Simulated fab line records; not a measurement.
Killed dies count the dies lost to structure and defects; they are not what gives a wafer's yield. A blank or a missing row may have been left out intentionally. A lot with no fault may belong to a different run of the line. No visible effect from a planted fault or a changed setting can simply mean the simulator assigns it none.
fab line records ; flow ritCmos
[record] lots = 5; wafers = 15; lastDay = 7
route steps=202 shown CONTACT@178 M1@184
lots with no fault: from the same line, run without faults
startH: start of the lot's first displayed wafer, in hours after the record's first day ; waitH: hours from the lot's prior step to this one ; " same as the row above ; L1.1+2: several wafers, shown together as one row ; - no value, or no start was given ; * or withheld: withheld ; < > ~ a bound
route shown NAME@n: NAME is a module with steps in the file, n the number in the route of the first one ; usual: the fault-free wafers' mean and standard deviation ; same: alike in all rows ; chamber/n: place in a boat ; sites: per-site readings ; _std_site: their standard deviation ; _edge_site: inner sites' mean taken away from outer sites' mean ; radiusMm: for every site, how far away it sits from the centre of the wafer ; mask NAME#n: copy n ; behind: tool/chamber where the wafer was last shaped ; hold: why the lot was held/for how many hours/how that ended ; device: transistor that didn't switch, given as n, p or np ; end of line: the route-end tests of the same wafers ; a step given without rows: its recipe and nothing more ; killed: count of dies lost to structure and defects at first sort (not the wafer's yield) ; map: the dies of a wafer, with x for killed, . for not killed, _ for no die there
set.NAME: the setting as run; set.NAME@STEP: as run at that earlier step ; model.NAME: the simulator's own value behind a step, which no gauge read
a table for each step, a row for each wafer; lots at some steps of the route
services: when a tool's chamber went out of use (startH, in hours from the record's first day, below 0 if earlier), for how many hours, and the reason
[[steps]]
[step RIT_CONTACT_HARDBAKE_10]
[recipe] resist = NOVOLAK; tempC = 140; timeS = 60
[step RIT_CONTACT_ETCH_11]
[recipe] targetDepthA = 4800; overEtchFrac = 0.2; stopOn = TiSi2; chemistry = CHF3/CF4/Ar; target = SiO2; CHF3_flow_sccm = 50; cf4FlowSccm = 10; Ar_flow_sccm = 100; O2_flow_sccm = 5; pressureMtorr = 100; rfW = 200; timeS = 320
[usual] cf4FlowSccm = 10.00/0.034; drypumpMotorCurrentA = 5.8/0.36; oesProductAu = 0.995/0.016; throttleValvePct = 8.90/0.1
lot.wafer;tool;chamber;startH;waitH;cf4FlowSccm;drypumpMotorCurrentA;oesProductAu;rfHoursCounterH;throttleValvePct
L681.2;rieDiel-03;2;81.52;0.1;10.02;5.9;0.991;6;8.82
L681.4;rieDiel-03;1;81.52;0.1;10.02;5.4;0.963;159;8.65
L681.6;rieDiel-03;0;81.52;0.1;9.98;5.8;0.990;-;8.84
L684.1;rieDiel-01;0;101.26;0.1;10.02;5.7;1.007;93;8.90
L684.3;rieDiel-01;2;101.26;0.1;9.99;6.5;0.991;143;9.08
L684.4;rieDiel-01;1;101.26;0.1;10.00;6.0;1.012;9;8.80
L689.1;rieDiel-01;2;122.26;0.1;10.01;6.5;0.986;144;9.08
L689.3;rieDiel-01;3;122.26;0.1;9.96;5.2;1.016;7;8.95
L689.4;rieDiel-01;2;122.26;0.1;9.96;6.5;0.989;-;9.07
L696.2;rieDiel-03;2;158.61;0.1;10.00;5.9;0.987;8;8.81
L696.4;rieDiel-03;1;158.61;0.1;10.05;5.4;0.985;0;8.66
L696.5;rieDiel-03;0;158.61;0.1;10.09;5.8;0.985;-;8.84
L699.2;rieDiel-01;2;172.01;0.1;10.02;6.5;0.986;145;9.05
L699.3;rieDiel-01;3;172.01;0.1;10.02;5.2;1.007;8;8.95
L699.6;rieDiel-01;2;172.01;0.1;10.03;6.5;0.987;-;9.07
[step RIT_CONTACT_STRIP_12]
[recipe] chemistry = O2; timeS = 180; resist = NOVOLAK; platenTempC = withheld; powerW = 500; pressureMtorr = 4000; o2FlowSccm = 4000
[usual] drypumpMotorCurrentA = 5.7/0.31
lot.wafer;tool;chamber;startH;waitH;drypumpMotorCurrentA;rfHoursCounterH
L681.2;plasmaAsher-03;1;81.72;0.1;5.4;28
L681.4;plasmaAsher-03;0;81.72;0.1;5.5;-
L681.6;plasmaAsher-03;1;81.72;0.1;5.4;-
L684.1;plasmaAsher-02;1;101.46;0.1;5.8;48
L684.3;plasmaAsher-02;1;101.46;0.1;5.8;-
L684.4;plasmaAsher-02;0;101.46;0.1;5.6;-
L689.1;plasmaAsher-03;0;122.46;0.1;5.5;33
L689.3;plasmaAsher-03;1;122.46;0.1;5.4;-
L689.4;plasmaAsher-03;0;122.46;0.1;5.5;-
L696.2;plasmaAsher-04;1;158.80;0.1;6.5;4
L696.4;plasmaAsher-04;1;158.80;0.1;6.4;-
L696.5;plasmaAsher-04;1;158.80;0.1;6.5;-
L699.2;plasmaAsher-02;0;172.20;0.1;5.6;55
L699.3;plasmaAsher-02;1;172.20;0.1;5.8;-
L699.6;plasmaAsher-02;0;172.20;0.1;5.6;-
[step RIT_CONTACT_CD_MEAS_90]
[recipe] targetCdNm = 1000
[usual] cdNm = 1000.2/2
lot.wafer;tool;chamber;startH;waitH;cdNm
L681.2;cdSem-01;-;81.91;0.1;1001.5
L681.4;cdSem-01;-;81.91;0.1;1004.0
L681.6;cdSem-01;-;81.91;0.1;1003.0
L684.1;cdSem-02;-;101.63;0.1;1000.3
L684.3;cdSem-02;-;101.63;0.1;1000.8
L684.4;cdSem-02;-;101.63;0.1;999.1
L689.1;cdSem-02;-;122.63;0.1;1000.8
L689.3;cdSem-02;-;122.63;0.1;1000.4
L689.4;cdSem-02;-;122.63;0.1;1000.5
L696.2;cdSem-01;-;159.00;0.1;998.7
L696.4;cdSem-01;-;159.00;0.1;999.5
L696.5;cdSem-01;-;159.00;0.1;998.3
L699.2;cdSem-01;-;172.40;0.1;996.9
L699.3;cdSem-01;-;172.40;0.1;995.5
L699.6;cdSem-01;-;172.40;0.1;996.3
[step RIT_CONTACT_CLEAN_13]
[recipe] chemistry = SC1; mix = 3:3:50; timeS = 600; tempC = 75
[step RIT_CONTACT_CLEAN_14]
[recipe] chemistry = SC2; mix = 3:3:50; timeS = 600; tempC = 75; dry = n2Spin
[step RIT_M1_SPUTTER_00]
[recipe] material = Al; targetThkNm = 400; powerW = 2000; chamberPressurePa = 0.4; gas = Ar; timeS = 500; substrateTempC = 25
[usual] cathodeDcPowerW = 2000.0/0.37; throttleValvePct = 30.2/1
lot.wafer;tool;chamber;startH;waitH;cathodeDcPowerW;throttleValvePct
L681.2;pvdSputter-02;-;82.39;0.0;1999.7;29.3
L681.4;pvdSputter-02;-;82.39;0.0;2000.4;30.2
L681.6;pvdSputter-02;-;82.39;0.0;1999.5;30.3
L684.1;pvdSputter-01;-;102.10;0.0;1999.9;31.4
L684.3;pvdSputter-01;-;102.10;0.0;1999.5;30.7
L684.4;pvdSputter-01;-;102.10;0.0;1999.7;28.2
L689.1;pvdSputter-04;-;123.10;0.0;2000.3;30.5
L689.3;pvdSputter-04;-;123.10;0.0;2000.4;31.3
L689.4;pvdSputter-04;-;123.10;0.0;1999.8;30.1
L696.2;pvdSputter-01;-;159.46;0.0;2000.0;30.5
L696.4;pvdSputter-01;-;159.46;0.0;2000.6;29.2
L696.5;pvdSputter-01;-;159.46;0.0;1999.7;29.4
L699.2;pvdSputter-04;-;172.85;0.0;2000.0;30.1
L699.3;pvdSputter-04;-;172.85;0.0;1999.9;30.5
L699.6;pvdSputter-04;-;172.85;0.0;2000.0;29.0
[step RIT_M1_RS_MEAS_01]
[recipe] thkMeasGauge = four-point-probe; reads = Al_of_M1_SPUTTER_00
[usual] M1_AL_RS = 0.0737/0.00072
lot.wafer;tool;chamber;startH;waitH;M1_AL_RS[ohm/sq]
L681.2;filmMetro-04;-;82.71;0.2;0.0734
L681.4;filmMetro-04;-;82.71;0.2;0.0735
L681.6;filmMetro-04;-;82.71;0.2;0.0735
L684.1;filmMetro-02;-;102.40;0.1;0.0740
L684.3;filmMetro-02;-;102.40;0.1;0.0730
L684.4;filmMetro-02;-;102.40;0.1;0.0732
L689.1;filmMetro-02;-;123.40;0.1;0.0741
L689.3;filmMetro-02;-;123.40;0.1;0.0738
L689.4;filmMetro-02;-;123.40;0.1;0.0729
L696.2;filmMetro-02;-;159.78;0.2;0.0736
L696.4;filmMetro-02;-;159.78;0.2;0.0734
L696.5;filmMetro-02;-;159.78;0.2;0.0738
L699.2;filmMetro-04;-;173.16;0.2;0.0733
L699.3;filmMetro-04;-;173.16;0.2;0.0748
L699.6;filmMetro-04;-;173.16;0.2;0.0743
[step RIT_M1_THK_MEAS_02]
[recipe] thkMeasGauge = xrf; reads = Al_of_M1_SPUTTER_00
[usual] M1_AL_THK = 396/4.8
lot.wafer;tool;chamber;startH;waitH;M1_AL_THK[nm]
L681.2;filmMetro-04;-;82.82;0.1;398
L681.4;filmMetro-04;-;82.82;0.1;395
L681.6;filmMetro-04;-;82.82;0.1;401
L684.1;filmMetro-02;-;102.52;0.1;390
L684.3;filmMetro-02;-;102.52;0.1;396
L684.4;filmMetro-02;-;102.52;0.1;395
L689.1;filmMetro-02;-;123.52;0.1;393
L689.3;filmMetro-02;-;123.52;0.1;394
L689.4;filmMetro-02;-;123.52;0.1;400
L696.2;filmMetro-02;-;159.89;0.1;390
L696.4;filmMetro-02;-;159.89;0.1;394
L696.5;filmMetro-02;-;159.89;0.1;393
L699.2;filmMetro-04;-;173.27;0.1;400
L699.3;filmMetro-04;-;173.27;0.1;393
L699.6;filmMetro-04;-;173.27;0.1;395
[step RIT_M1_HMDS_03]
[recipe] primeTimeS = 60; primeTempC = 140
[step RIT_M1_COAT_04]
[recipe] resist = NOVOLAK; spinRpm = 2000; resistThkNm = 1300
[step RIT_M1_SOFTBAKE_05]
[recipe] resist = NOVOLAK; tempC = 90; timeS = 60
[step RIT_M1_EXPOSE_06]
[recipe] maskId = M12; na = 0.6; sourceShape = conventional; sigmaOuter = 0.5; targetCdNm = 2600; doseMj = 250
[usual] reticleTempC = 22.98/0.11
lot.wafer;tool;chamber;startH;waitH;mask;reticleTempC
L681.2;ilineStepper-01;0;83.46;0.2;M12#0;22.96
L681.4;ilineStepper-01;0;83.46;0.2;M12#0;22.84
L681.6;ilineStepper-01;0;83.46;0.2;M12#0;22.92
L684.1;ilineStepper-02;0;103.14;0.1;M12#0;22.89
L684.3;ilineStepper-02;0;103.14;0.1;M12#0;22.94
L684.4;ilineStepper-02;0;103.14;0.1;M12#0;22.92
L689.1;ilineStepper-01;0;124.15;0.2;M12_R1#0;22.83
L689.3;ilineStepper-01;0;124.15;0.2;M12_R1#0;22.89
L689.4;ilineStepper-01;0;124.15;0.2;M12_R1#0;22.82
L696.2;ilineStepper-02;0;160.41;0.1;M12#0;22.99
L696.4;ilineStepper-02;0;160.41;0.1;M12#0;22.99
L696.5;ilineStepper-02;0;160.41;0.1;M12#0;22.93
L699.2;ilineStepper-02;0;173.79;0.1;M12#0;23.10
L699.3;ilineStepper-02;0;173.79;0.1;M12#0;23.26
L699.6;ilineStepper-02;0;173.79;0.1;M12#0;23.21
[step RIT_M1_PEB_07]
[recipe] resist = NOVOLAK; tempC = withheld; timeS = withheld
[step RIT_M1_DEVELOP_08]
[recipe] resist = NOVOLAK; developTimeS = 68; devTempC = 23
[step RIT_M1_CD_MEAS_09]
[recipe] targetCdNm = 2600
[usual] cdNm = 2599.4/2.2
lot.wafer;tool;chamber;startH;waitH;cdNm
L681.2;cdSem-02;-;83.90;-;2595.3
L681.4;cdSem-02;-;83.90;-;2600.1
L681.6;cdSem-02;-;83.90;-;2594.7
L684.1;cdSem-02;-;103.58;-;2599.7
L684.3;cdSem-02;-;103.58;-;2603.2
L684.4;cdSem-02;-;103.58;-;2601.1
L689.1;cdSem-01;-;124.58;-;2254.2
L689.3;cdSem-01;-;124.58;-;2253.6
L689.4;cdSem-01;-;124.58;-;2253.7
L696.2;cdSem-02;-;160.84;-;2598.3
L696.4;cdSem-02;-;160.84;-;2596.0
L696.5;cdSem-02;-;160.84;-;2596.7
L699.2;cdSem-02;-;174.22;-;2600.7
L699.3;cdSem-02;-;174.22;-;2598.6
L699.6;cdSem-02;-;174.22;-;2601.6
[step RIT_M1_OVL_MEAS_10]
[usual] M1_OVL = 1.0/1.5
lot.wafer;tool;chamber;startH;waitH;M1_OVL[nm]
L681.2;overlay-01;-;84.01;0.1;1.9
L681.4;overlay-01;-;84.01;0.1;2.1
L681.6;overlay-01;-;84.01;0.1;1.7
L684.1;overlay-02;-;103.70;0.1;0.8
L684.3;overlay-02;-;103.70;0.1;0.9
L684.4;overlay-02;-;103.70;0.1;-0.5
L689.1;overlay-02;-;124.70;0.1;1.2
L689.3;overlay-02;-;124.70;0.1;1.0
L689.4;overlay-02;-;124.70;0.1;1.4
L696.2;overlay-01;-;160.95;0.1;-0.8
L696.4;overlay-01;-;160.95;0.1;-0.4
L696.5;overlay-01;-;160.95;0.1;0.5
L699.2;overlay-02;-;174.33;0.1;3.2
L699.3;overlay-02;-;174.33;0.1;1.3
L699.6;overlay-02;-;174.33;0.1;-0.2
[step RIT_M1_HARDBAKE_11]
[recipe] resist = NOVOLAK; tempC = 140; timeS = 120
[step RIT_M1_METAL_ETCH_12]
[recipe] stopOn = SiO2; chemistry = Cl2/BCl3; target = Al; timeS = 165; overEtchFrac = 0.5; pressureMtorr = 100; targetDepthA = 6000; rfW = 250; Cl2_flow_sccm = 60; bcl3FlowSccm = 50
[usual] drypumpMotorCurrentA = 6.1/0.36; oesProductAu = 0.774/0.015; throttleValvePct = 8.24/0.079
lot.wafer;tool;chamber;startH;waitH;drypumpMotorCurrentA;oesProductAu;rfHoursCounterH;throttleValvePct;model.M1.cdNm
L681.2;rieMetal-03;0;84.29;0.2;6.3;0.783;35;8.36;2593
L681.4;rieMetal-03;0;84.29;0.2;6.3;0.773;-;8.36;2596
L681.6;rieMetal-03;1;84.29;0.2;6.4;0.762;-;8.21;2592
L684.1;rieMetal-01;1;103.99;0.2;5.4;0.785;1;8.24;2596
L684.3;rieMetal-01;0;103.99;0.2;5.7;0.792;-;8.34;2603
L684.4;rieMetal-01;1;103.99;0.2;5.4;0.797;-;8.25;2599
L689.1;rieMetal-01;1;124.99;0.2;5.4;0.783;1;8.24;2251
L689.3;rieMetal-01;1;124.99;0.2;5.4;0.780;-;8.25;2252
L689.4;rieMetal-01;0;124.99;0.2;5.7;0.795;-;8.34;2253
L696.2;rieMetal-03;0;161.23;0.2;6.3;0.754;0;8.36;2597
L696.4;rieMetal-03;0;161.23;0.2;6.3;0.772;-;8.36;2594
L696.5;rieMetal-03;1;161.23;0.2;6.4;0.758;-;8.20;2597
L699.2;rieMetal-03;1;174.61;0.2;6.4;0.766;0;8.20;2601
L699.3;rieMetal-03;1;174.61;0.2;6.4;0.761;-;8.21;2597
L699.6;rieMetal-03;1;174.61;0.2;6.4;0.754;-;8.23;2600
[step RIT_M1_STRIP_13]
[recipe] chemistry = nmp; resist = NOVOLAK; tempC = 80; timeS = 600; dry = n2Spin
[step RIT_M1_PROBE_99]
[usual] defectLimitedYield = 97.4/1; killed_at_M0_to_M3 = 0.0/0.12; killedAtContacts = 0.1/0.25; killedAtFrontEnd = 6.8/2.7; killedDies = 6.8/2.7; killedOnRim = 1.7/1.2; killedOpen = 3.4/1.8; killedShort = 3.5/1.7; sort_bin_3_pad_short = 0.1/0.23; sort_bin_5_function = 1.5/0.67; sort_bin_6_memory = 1.0/0.67; sortNPass = 257.2/2.7; sortYieldPct = 97.4/1
[same] grossDies = 264; killed_at_M4_up = 0; killedAtBackSide = 0; killedAtOther = 0
lot.wafer;tool;chamber;startH;waitH;defectLimitedYield[%];killed_at_M0_to_M3;killedAtContacts;killedAtFrontEnd;killedDies;killedOnRim;killedOpen;killedShort;sort_bin_3_pad_short[%];sort_bin_5_function[%];sort_bin_6_memory[%];sortNPass;sortYieldPct[%]
L681.2;prober-02;-;86.59;0.1;98.5;0;0;4;4;1;1;3;0.4;0.4;0.8;260.0;98.5
L681.4;prober-02;-;86.69;0.2;98.1;0;0;5;5;2;3;2;0;1.1;0.8;259.0;98.1
L681.6;prober-02;-;86.79;0.2;98.9;0;0;3;3;0;2;1;0;1.1;0;261.0;98.9
L689.1;prober-01;-;128.80;1.5;85.6;30;0;8;38;24;5;3;0.4;12.9;1.1;226.0;85.6
L689.3;prober-01;-;128.90;1.5;86.4;27;0;9;36;24;4;5;0;11.7;1.9;228.0;86.4
L689.4;prober-01;-;128.95;1.6;88.3;21;0;10;31;18;4;6;0;11.0;0.8;233.0;88.3
L696.2;prober-01;-;163.53;0.1;95.8;0;1;10;11;3;5;6;0.4;2.3;1.5;253.0;95.8
L696.4;prober-01;-;163.63;0.2;98.5;0;0;4;4;2;2;2;0.4;1.1;0;260.0;98.5
L696.5;prober-01;-;163.68;0.2;98.9;0;0;3;3;1;1;2;0.4;0.4;0.4;261.0;98.9
L699.2;prober-02;-;176.93;0.1;97.7;0;0;6;6;1;6;0;0;0.4;1.9;258.0;97.7
L699.3;prober-02;-;176.98;0.2;98.1;0;0;5;5;1;1;4;0;1.5;0.4;259.0;98.1
L699.6;prober-02;-;177.13;0.2;96.6;0;0;9;9;0;7;2;0;1.9;1.5;255.0;96.6
// killed by level:class
L681.2 FOX1:geometricParticle:open=1 GATE:geometricParticle:short=1 REOX:geometricParticle:short=1 SILICIDE:geometricParticle:short=1
L681.4 FOX2:geometricParticle:short=1 FOX2:geometricParticle:open=1 GATE:geometricParticle:open=1 GATE:geometricParticle:short=1 SILICIDE:geometricParticle:open=1
L681.6 FOX1:geometricParticle:open=1 GATE:geometricParticle:short=1 GATE:geometricParticle:open=1
L689.1 M1:areaExpose=30 GATE:geometricParticle:short=3 FOX1:geometricParticle:open=2 SPACER:geometricParticle:open=2 GATE:geometricParticle:open=1
L689.3 M1:areaExpose=27 GATE:geometricParticle:open=4 REOX:geometricParticle:short=3 FOX2:geometricParticle:short=1 GATE:geometricParticle:short=1
L689.4 M1:areaExpose=21 GATE:geometricParticle:short=3 GATE:geometricParticle:open=2 FOX2:geometricParticle:short=1 REOX:geometricParticle:open=1 SPACER:geometricParticle:short=1 SPACER:geometricParticle:open=1 SILICIDE:geometricParticle:short=1
L696.2 GATE:geometricParticle:short=3 GATE:geometricParticle:open=2 FOX1:geometricParticle:short=1 FOX1:geometricParticle:open=1 FOX2:geometricParticle:short=1 REOX:geometricParticle:short=1 SILICIDE:geometricParticle:open=1 CONTACT:geometricParticle:open=1
L696.4 GATE:geometricParticle:short=1 REOX:geometricParticle:open=1 REOX:geometricParticle:short=1 SILICIDE:geometricParticle:open=1
L696.5 FOX1:geometricParticle:short=1 GATE:geometricParticle:short=1 SILICIDE:geometricParticle:open=1
L699.2 SPACER:geometricParticle:open=2 SILICIDE:geometricParticle:open=2 FOX2:geometricParticle:open=1 GATE:geometricParticle:open=1
L699.3 REOX:geometricParticle:short=3 SILICIDE:geometricParticle:short=1 SILICIDE:geometricParticle:open=1
L699.6 GATE:geometricParticle:open=2 REOX:geometricParticle:short=2 FOX1:geometricParticle:open=1 FOX2:geometricParticle:open=1 REOX:geometricParticle:open=1 SPACER:geometricParticle:open=1 SILICIDE:geometricParticle:open=1
// map L689.1 (x killed, . not)
________.x....._______
_____.x.x........x____
____.xx.........x.x___
___.x.....x......x..__
__..................._
__.x................._
_..................xxx
_...............x.....
_x...................x
_.x.................x.
__x.................._
__..........x.....xxx_
___...x.x..x......x.__
____.....x........x___
_____x.x.....x.x.x____
________x.x...._______
// map L681.4 (x killed, . not)
________.....x._______
_____....x........____
____............x..___
___.................__
__..................._
__..................._
_.....................
_.....................
_....................x
_.....................
__............x......_
__..................._
___.................__
____...............___
_____.............____
________......._______
[[services]]
tool;chamber;startH;hours;kind
plasmaAsher-04;-;78.79;21.3;repair
pvdSputter-04;-;87.40;3.9;repair
rieDiel-01;3;95.37;2.0;repair
pvdSputter-04;-;100.84;0.8;repair
rieDiel-03;1;105.81;-;clean
rieDiel-03;1;105.81;32.3;scheduledDown
rieDiel-03;1;105.81;32.3;ventCycle
rieDiel-01;1;107.04;16.2;repair
plasmaAsher-04;-;108.75;9.0;pm
rieMetal-03;-;124.72;1.1;repair
plasmaAsher-02;-;126.35;4.3;pm
pvdSputter-02;-;129.59;12.5;repair
rieMetal-03;-;136.12;20.0;pm
rieMetal-03;0;136.12;20.0;ventCycle
rieMetal-03;1;136.12;20.0;ventCycle
ilineStepper-01;-;137.83;1.7;pm
pvdSputter-02;-;142.72;5.9;repair
ilineStepper-01;-;149.55;10.1;repair
rieMetal-03;0;156.12;-;clean
rieMetal-03;1;156.12;-;clean
rieDiel-03;-;163.90;0.6;repair
rieDiel-03;0;164.78;6.3;repair
rieDiel-03;-;168.30;0.4;repair
rieDiel-01;1;171.50;2.0;repair
[[key]]
[firstSign] step = RIT_M1_EXPOSE_06; reading = mask; direction = changed
[effect] step = RIT_M1_CD_MEAS_09; reading = cdNm; direction = down; sigmas = 99+; usual = 2599.4; struck = 2253.9
[effect] step = RIT_M1_PROBE_99; reading = killed_at_M0_to_M3; direction = up; sigmas = 26; usual = 0.0; struck = 26
[modelEffect] step = RIT_M1_METAL_ETCH_12; value = M1.cdNm; without = 2602; struck = 2252
[moreKillsBornAt] RIT_M1_EXPOSE_06@ilineStepper-01 = 78
metAt RIT_M1_EXPOSE_06
struckWafers L689.1,L689.3,L689.4
onsetBetween 83.46 124.15
[fault] kind = wrongMask; tool = any; chamber = -; onsetH = 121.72; steps = RIT_M1_EXPOSE_06; auxCopy = M12_R1#0; cdOffsetNm = -350; scope = struckLotsOnly
